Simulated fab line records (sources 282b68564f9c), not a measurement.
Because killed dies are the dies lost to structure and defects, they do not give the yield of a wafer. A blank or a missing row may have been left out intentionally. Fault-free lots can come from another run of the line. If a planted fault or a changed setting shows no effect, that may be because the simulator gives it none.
What tool caused it? :: flow rit-cmos :: 14 lots with 42 wafers sampled at 5 steps, on a route of 202 steps

== WHAT THE GAUGES READ, wafer by wafer ==
RIT_SILICIDE_RS_MEAS_02: the measuring method here is four-point-probe. Usual: SILICIDE_TI_RS typically reads 47.7 ohm/sq, with standard deviation 0.62.
lot: L907
measured: day 3 02:07
on: film-metro-02
SILICIDE_TI_RS (ohm/sq): 47.8 48.1 47.9
flag: 

lot: L910
measured: day 3 17:38
on: film-metro-02
SILICIDE_TI_RS (ohm/sq): 48.2 47.9 47.6
flag: 

lot: L912
measured: day 4 02:49
on: film-metro-03
SILICIDE_TI_RS (ohm/sq): 47.2 47.2 47.8
flag: 

lot: L913
measured: day 4 08:20
on: film-metro-01
SILICIDE_TI_RS (ohm/sq): 47.8 48.8 47.2
flag: 

lot: L914
measured: day 4 12:52
on: film-metro-01
SILICIDE_TI_RS (ohm/sq): 47.5 48.0 48.3
flag: 

lot: L915
measured: day 4 18:41
on: film-metro-02
SILICIDE_TI_RS (ohm/sq): 47.3 48.5 46.7
flag: 

lot: L916
measured: day 4 22:46
on: film-metro-03
SILICIDE_TI_RS (ohm/sq): 48.1 48.0 47.8
flag: 

lot: L918
measured: day 5 08:59
on: film-metro-02
SILICIDE_TI_RS (ohm/sq): 20.6 20.3 20.3
flag: OFF

lot: L919
measured: day 5 15:46
on: film-metro-02
SILICIDE_TI_RS (ohm/sq): 20.2 20.5 20.4
flag: OFF

lot: L924
measured: day 6 16:16
on: film-metro-02
SILICIDE_TI_RS (ohm/sq): 49.0 48.6 49.4
flag: 

lot: L926
measured: day 7 00:49
on: film-metro-02
SILICIDE_TI_RS (ohm/sq): 47.8 47.9 47.9
flag: 

lot: L927
measured: day 7 06:31
on: film-metro-02
SILICIDE_TI_RS (ohm/sq): 47.5 46.5 47.8
flag: 

lot: L929
measured: day 7 18:24
on: film-metro-02
SILICIDE_TI_RS (ohm/sq): 45.5 46.7 47.5
flag: 

lot: L930
measured: day 7 22:23
on: film-metro-02
SILICIDE_TI_RS (ohm/sq): 48.9 48.3 48.5
flag: 

RIT_SILICIDE_THK_MEAS_03: measures by xrf. Usual: SILICIDE_TI_THK typically reads 30.2 nm, with standard deviation 0.34.
lot: L907
measured: day 3 02:14
on: film-metro-02
SILICIDE_TI_THK (nm): 30.2 30.1 30.2
flag: 

lot: L910
measured: day 3 17:46
on: film-metro-02
SILICIDE_TI_THK (nm): 30.1 30.3 30.3
flag: 

lot: L912
measured: day 4 02:55
on: film-metro-03
SILICIDE_TI_THK (nm): 30.3 30.3 30.0
flag: 

lot: L913
measured: day 4 08:26
on: film-metro-01
SILICIDE_TI_THK (nm): 30.1 29.5 30.5
flag: 

lot: L914
measured: day 4 12:59
on: film-metro-01
SILICIDE_TI_THK (nm): 30.3 29.8 29.8
flag: 

lot: L915
measured: day 4 18:48
on: film-metro-02
SILICIDE_TI_THK (nm): 30.5 30.0 31.0
flag: 

lot: L916
measured: day 4 22:52
on: film-metro-03
SILICIDE_TI_THK (nm): 30.0 30.0 30.2
flag: 

lot: L918
measured: day 5 09:06
on: film-metro-02
SILICIDE_TI_THK (nm): 60.0 60.6 60.5
flag: OFF

lot: L919
measured: day 5 15:52
on: film-metro-02
SILICIDE_TI_THK (nm): 60.6 60.0 60.2
flag: OFF

lot: L924
measured: day 6 16:23
on: film-metro-02
SILICIDE_TI_THK (nm): 29.8 29.7 29.5
flag: 

lot: L926
measured: day 7 00:56
on: film-metro-02
SILICIDE_TI_THK (nm): 30.1 30.3 30.1
flag: 

lot: L927
measured: day 7 06:38
on: film-metro-02
SILICIDE_TI_THK (nm): 30.4 30.8 30.2
flag: 

lot: L929
measured: day 7 18:31
on: film-metro-02
SILICIDE_TI_THK (nm): 31.3 30.7 30.3
flag: 

lot: L930
measured: day 7 22:29
on: film-metro-02
SILICIDE_TI_THK (nm): 29.6 30.1 29.8
flag: 

RIT_CONTACT_OVL_MEAS_09. Usual: CONTACT_OVL typically reads -0.3 nm, with standard deviation 1.2.
lot: L907
measured: day 3 03:53
on: overlay-02
CONTACT_OVL (nm): -0.2 0.8 0.3
flag: 

lot: L910
measured: day 3 19:20
on: overlay-02
CONTACT_OVL (nm): -0.4 -1.3 -1.7
flag: 

lot: L912
measured: day 4 04:21
on: overlay-01
CONTACT_OVL (nm): -1.0 0.1 -2.1
flag: 

lot: L913
measured: day 4 09:56
on: overlay-02
CONTACT_OVL (nm): -2.9 0.3 -0.1
flag: 

lot: L914
measured: day 4 14:37
on: overlay-02
CONTACT_OVL (nm): -1.5 0.4 -1.7
flag: 

lot: L915
measured: day 4 20:16
on: overlay-02
CONTACT_OVL (nm): 1.3 1.2 0.6
flag: 

lot: L916
measured: day 5 00:17
on: overlay-02
CONTACT_OVL (nm): -0.1 2.3 0.3
flag: 

lot: L918
measured: day 5 10:47
on: overlay-02
CONTACT_OVL (nm): -2.2 -0.6 0.3
flag: 

lot: L919
measured: day 5 17:38
on: overlay-01
CONTACT_OVL (nm): -1.0 -2.0 -1.1
flag: 

lot: L924
measured: day 6 17:49
on: overlay-01
CONTACT_OVL (nm): 1.4 1.2 0.4
flag: 

lot: L926
measured: day 7 02:26
on: overlay-02
CONTACT_OVL (nm): -1.9 0.2 0.1
flag: 

lot: L927
measured: day 7 08:11
on: overlay-01
CONTACT_OVL (nm): -2.2 -0.7 0.1
flag: 

lot: L929
measured: day 7 20:05
on: overlay-01
CONTACT_OVL (nm): -1.3 -1.9 -2.0
flag: 

lot: L930
measured: day 7 23:55
on: overlay-02
CONTACT_OVL (nm): -0.4 0.1 -0.7
flag: 

== TOOL THAT RAN EACH LOT (tool first, then ch and the chambers of the sampled wafers, then the start) ==
lot: L907
RIT_SILICIDE_SPUTTER_01: pvd-sputter-03, day 3 01:58
RIT_SILICIDE_RTA_06: rtp-anneal-02 ch 0, day 3 02:28

lot: L910
RIT_SILICIDE_SPUTTER_01: pvd-sputter-02, day 3 17:29
RIT_SILICIDE_RTA_06: rtp-anneal-01 ch 0, day 3 17:56

lot: L912
RIT_SILICIDE_SPUTTER_01: pvd-sputter-02, day 4 02:38
RIT_SILICIDE_RTA_06: rtp-anneal-01 ch 0, day 4 03:05

lot: L913
RIT_SILICIDE_SPUTTER_01: pvd-sputter-03, day 4 08:10
RIT_SILICIDE_RTA_06: rtp-anneal-02 ch 0, day 4 08:41

lot: L914
RIT_SILICIDE_SPUTTER_01: pvd-sputter-02, day 4 12:43
RIT_SILICIDE_RTA_06: rtp-anneal-01 ch 0, day 4 13:10

lot: L915
RIT_SILICIDE_SPUTTER_01: pvd-sputter-03, day 4 18:32
RIT_SILICIDE_RTA_06: rtp-anneal-02 ch 0, day 4 18:58

lot: L916
RIT_SILICIDE_SPUTTER_01: pvd-sputter-02, day 4 22:34
RIT_SILICIDE_RTA_06: rtp-anneal-01 ch 0, day 4 23:02

lot: L918
RIT_SILICIDE_SPUTTER_01: pvd-sputter-02, day 5 08:30
RIT_SILICIDE_RTA_06: rtp-anneal-01 ch 0, day 5 09:16

lot: L919
RIT_SILICIDE_SPUTTER_01: pvd-sputter-03, day 5 15:15
RIT_SILICIDE_RTA_06: rtp-anneal-02 ch 0, day 5 16:02

lot: L924
RIT_SILICIDE_SPUTTER_01: pvd-sputter-02, day 6 16:07
RIT_SILICIDE_RTA_06: rtp-anneal-01 ch 0, day 6 16:33

lot: L926
RIT_SILICIDE_SPUTTER_01: pvd-sputter-02, day 7 00:40
RIT_SILICIDE_RTA_06: rtp-anneal-01 ch 0, day 7 01:08

lot: L927
RIT_SILICIDE_SPUTTER_01: pvd-sputter-03, day 7 06:22
RIT_SILICIDE_RTA_06: rtp-anneal-02 ch 0, day 7 06:48

lot: L929
RIT_SILICIDE_SPUTTER_01: pvd-sputter-03, day 7 18:15
RIT_SILICIDE_RTA_06: rtp-anneal-02 ch 0, day 7 18:41

lot: L930
RIT_SILICIDE_SPUTTER_01: pvd-sputter-02, day 7 22:13
RIT_SILICIDE_RTA_06: rtp-anneal-01 ch 0, day 7 22:40
- RIT_SILICIDE_SPUTTER_01: material Ti, target thk 30 nm, time 240 s.
- RIT_SILICIDE_RTA_06: time 10 s, ramp up 5 s, ramp down 10 s.

== WHAT THE TOOLS THEMSELVES READ (means of the sampled wafers that have a number; where no wafer has one, the mark that the record gives instead) ==
RIT_SILICIDE_SPUTTER_01. Usual: throttle-valve-pct reads 30.3 % (standard deviation 1.2).
lot: L907
tool: pvd-sputter-03
throttle-valve-pct (%): 29.5
flag: 

lot: L910
tool: pvd-sputter-02
throttle-valve-pct (%): 30.2
flag: 

lot: L912
tool: pvd-sputter-02
throttle-valve-pct (%): 31.2
flag: 

lot: L913
tool: pvd-sputter-03
throttle-valve-pct (%): 30.0
flag: 

lot: L914
tool: pvd-sputter-02
throttle-valve-pct (%): 31.2
flag: 

lot: L915
tool: pvd-sputter-03
throttle-valve-pct (%): 29.3
flag: 

lot: L916
tool: pvd-sputter-02
throttle-valve-pct (%): 30.3
flag: 

lot: L918
tool: pvd-sputter-02
throttle-valve-pct (%): 31.3
flag: 

lot: L919
tool: pvd-sputter-03
throttle-valve-pct (%): 29.5
flag: 

lot: L924
tool: pvd-sputter-02
throttle-valve-pct (%): 31.4
flag: 

lot: L926
tool: pvd-sputter-02
throttle-valve-pct (%): 31.2
flag: 

lot: L927
tool: pvd-sputter-03
throttle-valve-pct (%): 30.0
flag: 

lot: L929
tool: pvd-sputter-03
throttle-valve-pct (%): 29.3
flag: 

lot: L930
tool: pvd-sputter-02
throttle-valve-pct (%): 30.6
flag: 

RIT_SILICIDE_RTA_06. Usual: anneal-temp-c-max 753.1, standard deviation 1.2; wafer_temp_C_max 753.1, standard deviation 1.1.
lot: L907
tool: rtp-anneal-02
anneal-temp-c-max: 753.5
wafer_temp_C_max: 753.3
flag: 

lot: L910
tool: rtp-anneal-01
anneal-temp-c-max: 752.4
wafer_temp_C_max: 752.5
flag: 

lot: L912
tool: rtp-anneal-01
anneal-temp-c-max: 752.4
wafer_temp_C_max: 752.1
flag: 

lot: L913
tool: rtp-anneal-02
anneal-temp-c-max: 754.1
wafer_temp_C_max: 753.3
flag: 

lot: L914
tool: rtp-anneal-01
anneal-temp-c-max: 751.5
wafer_temp_C_max: 752.2
flag: 

lot: L915
tool: rtp-anneal-02
anneal-temp-c-max: 754.3
wafer_temp_C_max: 754.1
flag: 

lot: L916
tool: rtp-anneal-01
anneal-temp-c-max: 751.6
wafer_temp_C_max: 752.5
flag: 

lot: L918
tool: rtp-anneal-01
anneal-temp-c-max: 752.1
wafer_temp_C_max: 752.9
flag: 

lot: L919
tool: rtp-anneal-02
anneal-temp-c-max: 754.1
wafer_temp_C_max: 754.6
flag: 

lot: L924
tool: rtp-anneal-01
anneal-temp-c-max: 751.9
wafer_temp_C_max: 752.9
flag: 

lot: L926
tool: rtp-anneal-01
anneal-temp-c-max: 751.9
wafer_temp_C_max: 752.3
flag: 

lot: L927
tool: rtp-anneal-02
anneal-temp-c-max: 754.4
wafer_temp_C_max: 754.9
flag: 

lot: L929
tool: rtp-anneal-02
anneal-temp-c-max: 753.9
wafer_temp_C_max: 754.7
flag: 

lot: L930
tool: rtp-anneal-01
anneal-temp-c-max: 752.5
wafer_temp_C_max: 752.8
flag: 

== THE ANSWER, worked out from the rows above alone ==
Rule: take the mean of a lot's wafers that have a number; if it is more than 3 standard deviations from the usual mean, the lot is off. Also off: a lot with no number at a reading for which 4 or more lots have one. All remaining lots with rows at the step are treated as sound. After the gauges, taken in route order, come the tools' own readings; for these a lot's mean is taken, as printed above. At the first step where some lot is off, the reading lying furthest off is the one used; lots without a number count as furthest.
Off: L918, L919, at RIT_SILICIDE_RS_MEAS_02 (SILICIDE_TI_RS).
A tool fits if, at a process step before that reading, it ran every lot that is off, and no sound lot after the first of them. Those tools and the gauges at RIT_SILICIDE_RS_MEAS_02 are tried in the same way. None of those tried fits.

== WHAT HAD BEEN PUT IN BY THE SIMULATOR ==
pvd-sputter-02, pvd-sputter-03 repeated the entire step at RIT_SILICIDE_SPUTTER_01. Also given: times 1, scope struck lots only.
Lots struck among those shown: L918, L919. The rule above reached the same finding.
